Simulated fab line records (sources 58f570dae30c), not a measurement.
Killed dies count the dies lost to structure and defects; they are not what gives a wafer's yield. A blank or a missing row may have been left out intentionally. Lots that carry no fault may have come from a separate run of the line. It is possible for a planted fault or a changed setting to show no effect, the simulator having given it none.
Which of the tools did it? || flow berkeleyCmos170 || 13 lots, 39 wafers sampled, at 5 steps of a route of 331

WHAT THE GAUGES SHOWED, per wafer
UCB170_SPACER_THK_MEAS_01. Usual: SPACER_TEOS_THK typically reads 378 nm, with standard deviation 5.2.
{"lot": "L856", "measured": "day 7 13:01", "on": "filmMetro-01", "SPACER_TEOS_THK (nm)": "376 385 381", "flag": ""}
{"lot": "L858", "measured": "day 7 13:17", "on": "filmMetro-03", "SPACER_TEOS_THK (nm)": "375 365 376", "flag": ""}
{"lot": "L857", "measured": "day 7 13:33", "on": "filmMetro-02", "SPACER_TEOS_THK (nm)": "387 388 386", "flag": ""}
{"lot": "L860", "measured": "day 7 22:07", "on": "filmMetro-01", "SPACER_TEOS_THK (nm)": "378 375 382", "flag": ""}
{"lot": "L864", "measured": "day 8 16:50", "on": "filmMetro-01", "SPACER_TEOS_THK (nm)": "374 376 379", "flag": ""}
{"lot": "L863", "measured": "day 8 17:14", "on": "filmMetro-01", "SPACER_TEOS_THK (nm)": "379 745 376", "flag": "OFF"}
{"lot": "L868", "measured": "day 10 04:13", "on": "filmMetro-03", "SPACER_TEOS_THK (nm)": "370 376 375", "flag": ""}
{"lot": "L869", "measured": "day 10 13:13", "on": "filmMetro-02", "SPACER_TEOS_THK (nm)": "371 380 382", "flag": ""}
{"lot": "L870", "measured": "day 10 13:42", "on": "filmMetro-03", "SPACER_TEOS_THK (nm)": "381 379 380", "flag": ""}
{"lot": "L872", "measured": "day 11 01:58", "on": "filmMetro-01", "SPACER_TEOS_THK (nm)": "372 379 384", "flag": ""}
{"lot": "L874", "measured": "day 11 02:30", "on": "filmMetro-03", "SPACER_TEOS_THK (nm)": "370 379 378", "flag": ""}
{"lot": "L876", "measured": "day 11 21:36", "on": "filmMetro-03", "SPACER_TEOS_THK (nm)": "368 367 379", "flag": ""}
{"lot": "L878", "measured": "day 12 05:14", "on": "filmMetro-03", "SPACER_TEOS_THK (nm)": "377 380 379", "flag": ""}

UCB170_PSD_OVL_MEAS_07. Usual: PSD_OVL typically reads 2 nm, with standard deviation 6.6.
{"lot": "L856", "measured": "day 7 20:22", "on": "overlay-02", "PSD_OVL (nm)": "-13 2 0", "flag": ""}
{"lot": "L858", "measured": "day 7 21:02", "on": "overlay-01", "PSD_OVL (nm)": "5 7 5", "flag": ""}
{"lot": "L857", "measured": "day 7 20:51", "on": "overlay-01", "PSD_OVL (nm)": "2 14 12", "flag": ""}
{"lot": "L860", "measured": "day 8 04:32", "on": "overlay-01", "PSD_OVL (nm)": "1 14 11", "flag": ""}
{"lot": "L864", "measured": "day 8 23:18", "on": "overlay-02", "PSD_OVL (nm)": "1 3 9", "flag": ""}
{"lot": "L863", "measured": "day 8 23:36", "on": "overlay-01", "PSD_OVL (nm)": "-7 -3", "flag": ""}
{"lot": "L868", "measured": "day 10 08:05", "on": "overlay-01", "PSD_OVL (nm)": "5 8 5", "flag": ""}
{"lot": "L869", "measured": "day 10 21:24", "on": "overlay-01", "PSD_OVL (nm)": "0 7 4", "flag": ""}
{"lot": "L870", "measured": "day 10 21:39", "on": "overlay-01", "PSD_OVL (nm)": "10 9 -2", "flag": ""}
{"lot": "L872", "measured": "day 11 10:30", "on": "overlay-01", "PSD_OVL (nm)": "-6 -1 2", "flag": ""}
{"lot": "L874", "measured": "day 11 10:37", "on": "overlay-02", "PSD_OVL (nm)": "1 -1 -1", "flag": ""}
{"lot": "L876", "measured": "day 12 04:46", "on": "overlay-01", "PSD_OVL (nm)": "-10 -4 3", "flag": ""}
{"lot": "L878", "measured": "day 12 10:53", "on": "overlay-02", "PSD_OVL (nm)": "-1 9 11", "flag": ""}

WHICH TOOL RAN EACH LOT (tool, then ch and the chambers of the sampled wafers, then the start)
{"lot": "L856", "UCB170_GATE_ETCH_14": "rieDiel-03 ch 0,2, day 7 08:35", "UCB170_SPACER_CVD_00": "pecvd-04 ch 0,2, day 7 12:58", "UCB170_SPACER_ETCHBACK_03": "rieDiel-04 ch 0,1,2, day 7 19:13"}
{"lot": "L858", "UCB170_GATE_ETCH_14": "rieDiel-04 ch 0,1,3, day 7 08:42", "UCB170_SPACER_CVD_00": "pecvd-03 ch 0,1,2, day 7 13:14", "UCB170_SPACER_ETCHBACK_03": "rieDiel-01 ch 0,1,2, day 7 19:13"}
{"lot": "L857", "UCB170_GATE_ETCH_14": "rieDiel-03 ch 1,2, day 7 08:49", "UCB170_SPACER_CVD_00": "pecvd-04 ch 0,1,2, day 7 13:29", "UCB170_SPACER_ETCHBACK_03": "rieDiel-02 ch 0,2,3, day 7 19:15"}
{"lot": "L860", "UCB170_GATE_ETCH_14": "rieDiel-01 ch 0,2, day 7 17:22", "UCB170_SPACER_CVD_00": "pecvd-01 ch 0,2, day 7 22:04", "UCB170_SPACER_ETCHBACK_03": "rieDiel-01 ch 0,1,3, day 8 03:07"}
{"lot": "L864", "UCB170_GATE_ETCH_14": "rieDiel-01 ch 1,2,3, day 8 12:17", "UCB170_SPACER_CVD_00": "pecvd-01 ch 0,2, day 8 16:47", "UCB170_SPACER_ETCHBACK_03": "rieDiel-01 ch 0,1,2, day 8 21:50"}
{"lot": "L863", "UCB170_GATE_ETCH_14": "rieDiel-03 ch 1,2, day 8 12:26", "UCB170_SPACER_CVD_00": "pecvd-04 ch 0,1,2, day 8 17:11", "UCB170_SPACER_ETCHBACK_03": "rieDiel-04 ch 2,3, day 8 21:50"}
{"lot": "L868", "UCB170_GATE_ETCH_14": "rieDiel-04 ch 1,2,3, day 10 00:05", "UCB170_SPACER_CVD_00": "pecvd-01 ch 0,1, day 10 04:10", "UCB170_SPACER_ETCHBACK_03": "rieDiel-04 ch 1,2, day 10 06:31"}
{"lot": "L869", "UCB170_GATE_ETCH_14": "rieDiel-01 ch 2,3, day 10 08:44", "UCB170_SPACER_CVD_00": "pecvd-01 ch 0,1,2, day 10 13:09", "UCB170_SPACER_ETCHBACK_03": "rieDiel-01 ch 2,3, day 10 20:08"}
{"lot": "L870", "UCB170_GATE_ETCH_14": "rieDiel-04 ch 0,2,3, day 10 09:15", "UCB170_SPACER_CVD_00": "pecvd-01 ch 0,1, day 10 13:38", "UCB170_SPACER_ETCHBACK_03": "rieDiel-04 ch 2,3, day 10 20:08"}
{"lot": "L872", "UCB170_GATE_ETCH_14": "rieDiel-03 ch 2,3, day 10 21:06", "UCB170_SPACER_CVD_00": "pecvd-01 ch 0,1,2, day 11 01:53", "UCB170_SPACER_ETCHBACK_03": "rieDiel-02 ch 0,3, day 11 09:08"}
{"lot": "L874", "UCB170_GATE_ETCH_14": "rieDiel-01 ch 2,3, day 10 21:22", "UCB170_SPACER_CVD_00": "pecvd-01 ch 0,1, day 11 02:24", "UCB170_SPACER_ETCHBACK_03": "rieDiel-04 ch 0,1, day 11 09:08"}
{"lot": "L876", "UCB170_GATE_ETCH_14": "rieDiel-01 ch 1,2, day 11 16:17", "UCB170_SPACER_CVD_00": "pecvd-04 ch 0,1,2, day 11 21:33", "UCB170_SPACER_ETCHBACK_03": "rieDiel-02 ch 2,3, day 12 03:22"}
{"lot": "L878", "UCB170_GATE_ETCH_14": "rieDiel-01 ch 1,3, day 12 01:01", "UCB170_SPACER_CVD_00": "pecvd-03 ch 0,1,2, day 12 05:10", "UCB170_SPACER_ETCHBACK_03": "rieDiel-04 ch 0,1,2, day 12 09:41"}
- UCB170_GATE_ETCH_14: etches BARC in N2/H2.
- UCB170_SPACER_CVD_00: deposits SiO2 from TEOS/O2, target thk 376 nm, time 47 s.
- UCB170_SPACER_ETCHBACK_03: etches SiO2 in CHF3/CF4/Ar, stops on Si, target depth 376 nm, time 100 s.

AS READ BY THE TOOLS THEMSELVES (means over the sampled wafers that have a number; for cases with no such wafer, the mark the record gives instead)
UCB170_GATE_ETCH_14. Usual: drypumpMotorCurrentA 5.7 A, standard deviation 0.49; oesProductAu 1.004 a.u., standard deviation 0.021; throttleValvePct 13.36 %, standard deviation 0.16.
{"lot": "L856", "tool": "rieDiel-03", "drypumpMotorCurrentA (A)": 6.0, "oesProductAu (a.u.)": 0.982, "throttleValvePct (%)": 13.32, "flag": ""}
{"lot": "L858", "tool": "rieDiel-04", "drypumpMotorCurrentA (A)": 5.7, "oesProductAu (a.u.)": 1.007, "throttleValvePct (%)": 13.48, "flag": ""}
{"lot": "L857", "tool": "rieDiel-03", "drypumpMotorCurrentA (A)": 5.2, "oesProductAu (a.u.)": 0.985, "throttleValvePct (%)": 13.44, "flag": ""}
{"lot": "L860", "tool": "rieDiel-01", "drypumpMotorCurrentA (A)": 5.7, "oesProductAu (a.u.)": 1.020, "throttleValvePct (%)": 13.16, "flag": ""}
{"lot": "L864", "tool": "rieDiel-01", "drypumpMotorCurrentA (A)": 5.5, "oesProductAu (a.u.)": 1.026, "throttleValvePct (%)": 13.21, "flag": ""}
{"lot": "L863", "tool": "rieDiel-03", "drypumpMotorCurrentA (A)": 5.2, "oesProductAu (a.u.)": 0.984, "throttleValvePct (%)": 13.45, "flag": ""}
{"lot": "L868", "tool": "rieDiel-04", "drypumpMotorCurrentA (A)": 5.8, "oesProductAu (a.u.)": 1.009, "throttleValvePct (%)": 13.41, "flag": ""}
{"lot": "L869", "tool": "rieDiel-01", "drypumpMotorCurrentA (A)": 5.4, "oesProductAu (a.u.)": 1.026, "throttleValvePct (%)": 13.16, "flag": ""}
{"lot": "L870", "tool": "rieDiel-04", "drypumpMotorCurrentA (A)": 5.8, "oesProductAu (a.u.)": 1.002, "throttleValvePct (%)": 13.35, "flag": ""}
{"lot": "L872", "tool": "rieDiel-03", "drypumpMotorCurrentA (A)": 5.6, "oesProductAu (a.u.)": 1.008, "throttleValvePct (%)": 13.53, "flag": ""}
{"lot": "L874", "tool": "rieDiel-01", "drypumpMotorCurrentA (A)": 5.4, "oesProductAu (a.u.)": 1.017, "throttleValvePct (%)": 13.16, "flag": ""}
{"lot": "L876", "tool": "rieDiel-01", "drypumpMotorCurrentA (A)": 5.7, "oesProductAu (a.u.)": 1.034, "throttleValvePct (%)": 13.24, "flag": ""}
{"lot": "L878", "tool": "rieDiel-01", "drypumpMotorCurrentA (A)": 5.5, "oesProductAu (a.u.)": 1.029, "throttleValvePct (%)": 13.26, "flag": ""}

UCB170_SPACER_CVD_00. Usual: heaterPowerW 245 W, standard deviation 56.
{"lot": "L856", "tool": "pecvd-04", "heaterPowerW (W)": 197, "flag": ""}
{"lot": "L858", "tool": "pecvd-03", "heaterPowerW (W)": 292, "flag": ""}
{"lot": "L857", "tool": "pecvd-04", "heaterPowerW (W)": 251, "flag": ""}
{"lot": "L860", "tool": "pecvd-01", "heaterPowerW (W)": 225, "flag": ""}
{"lot": "L864", "tool": "pecvd-01", "heaterPowerW (W)": 239, "flag": ""}
{"lot": "L863", "tool": "pecvd-04", "heaterPowerW (W)": 260, "flag": ""}
{"lot": "L868", "tool": "pecvd-01", "heaterPowerW (W)": 211, "flag": ""}
{"lot": "L869", "tool": "pecvd-01", "heaterPowerW (W)": 220, "flag": ""}
{"lot": "L870", "tool": "pecvd-01", "heaterPowerW (W)": 243, "flag": ""}
{"lot": "L872", "tool": "pecvd-01", "heaterPowerW (W)": 224, "flag": ""}
{"lot": "L874", "tool": "pecvd-01", "heaterPowerW (W)": 217, "flag": ""}
{"lot": "L876", "tool": "pecvd-04", "heaterPowerW (W)": 247, "flag": ""}
{"lot": "L878", "tool": "pecvd-03", "heaterPowerW (W)": 280, "flag": ""}

UCB170_SPACER_ETCHBACK_03. Usual: drypumpMotorCurrentA 5.7 A, standard deviation 0.51; oesProductAu 0.905 a.u., standard deviation 0.016; throttleValvePct 6.51 %, standard deviation 0.086.
{"lot": "L856", "tool": "rieDiel-04", "drypumpMotorCurrentA (A)": 6.2, "oesProductAu (a.u.)": 0.903, "throttleValvePct (%)": 6.48, "flag": ""}
{"lot": "L858", "tool": "rieDiel-01", "drypumpMotorCurrentA (A)": 5.8, "oesProductAu (a.u.)": 0.912, "throttleValvePct (%)": 6.45, "flag": ""}
{"lot": "L857", "tool": "rieDiel-02", "drypumpMotorCurrentA (A)": 5.6, "oesProductAu (a.u.)": 0.910, "throttleValvePct (%)": 6.50, "flag": ""}
{"lot": "L860", "tool": "rieDiel-01", "drypumpMotorCurrentA (A)": 5.7, "oesProductAu (a.u.)": 0.921, "throttleValvePct (%)": 6.51, "flag": ""}
{"lot": "L864", "tool": "rieDiel-01", "drypumpMotorCurrentA (A)": 5.8, "oesProductAu (a.u.)": 0.913, "throttleValvePct (%)": 6.46, "flag": ""}
{"lot": "L863", "tool": "rieDiel-04", "drypumpMotorCurrentA (A)": 5.9, "oesProductAu (a.u.)": 0.928, "throttleValvePct (%)": 6.49, "flag": ""}
{"lot": "L868", "tool": "rieDiel-04", "drypumpMotorCurrentA (A)": 6.4, "oesProductAu (a.u.)": 0.894, "throttleValvePct (%)": 6.45, "flag": ""}
{"lot": "L869", "tool": "rieDiel-01", "drypumpMotorCurrentA (A)": 5.4, "oesProductAu (a.u.)": 0.919, "throttleValvePct (%)": 6.42, "flag": ""}
{"lot": "L870", "tool": "rieDiel-04", "drypumpMotorCurrentA (A)": 5.9, "oesProductAu (a.u.)": 0.906, "throttleValvePct (%)": 6.48, "flag": ""}
{"lot": "L872", "tool": "rieDiel-02", "drypumpMotorCurrentA (A)": 5.3, "oesProductAu (a.u.)": 0.883, "throttleValvePct (%)": 6.49, "flag": ""}
{"lot": "L874", "tool": "rieDiel-04", "drypumpMotorCurrentA (A)": 6.2, "oesProductAu (a.u.)": 0.905, "throttleValvePct (%)": 6.51, "flag": ""}
{"lot": "L876", "tool": "rieDiel-02", "drypumpMotorCurrentA (A)": 5.9, "oesProductAu (a.u.)": 0.893, "throttleValvePct (%)": 6.51, "flag": ""}
{"lot": "L878", "tool": "rieDiel-04", "drypumpMotorCurrentA (A)": 6.3, "oesProductAu (a.u.)": 0.907, "throttleValvePct (%)": 6.48, "flag": ""}

THE ANSWER, worked out from the rows above alone
Rule: take the mean of a lot's wafers that have a number; if it is more than 3 standard deviations from the usual mean, the lot is off. Also off: a lot with no number at a reading for which 4 or more lots have one. Any other lot the step has rows for is counted as sound. The gauges are gone through in route order, then the tools' own readings, and for those a lot's mean is taken as printed above. The first step at which some lot is off is used, and at that step the reading that is off furthest; a lot without a number counts as furthest.
Off: at UCB170_SPACER_THK_MEAS_01 (SPACER_TEOS_THK), L863.
A tool fits if, at a process step before that reading, it ran every lot that is off, and no sound lot after the first of them. Those tools and the gauges at UCB170_SPACER_THK_MEAS_01 are tried in the same way. No candidate that was tried fits.

WHAT THE SIMULATOR PUT IN
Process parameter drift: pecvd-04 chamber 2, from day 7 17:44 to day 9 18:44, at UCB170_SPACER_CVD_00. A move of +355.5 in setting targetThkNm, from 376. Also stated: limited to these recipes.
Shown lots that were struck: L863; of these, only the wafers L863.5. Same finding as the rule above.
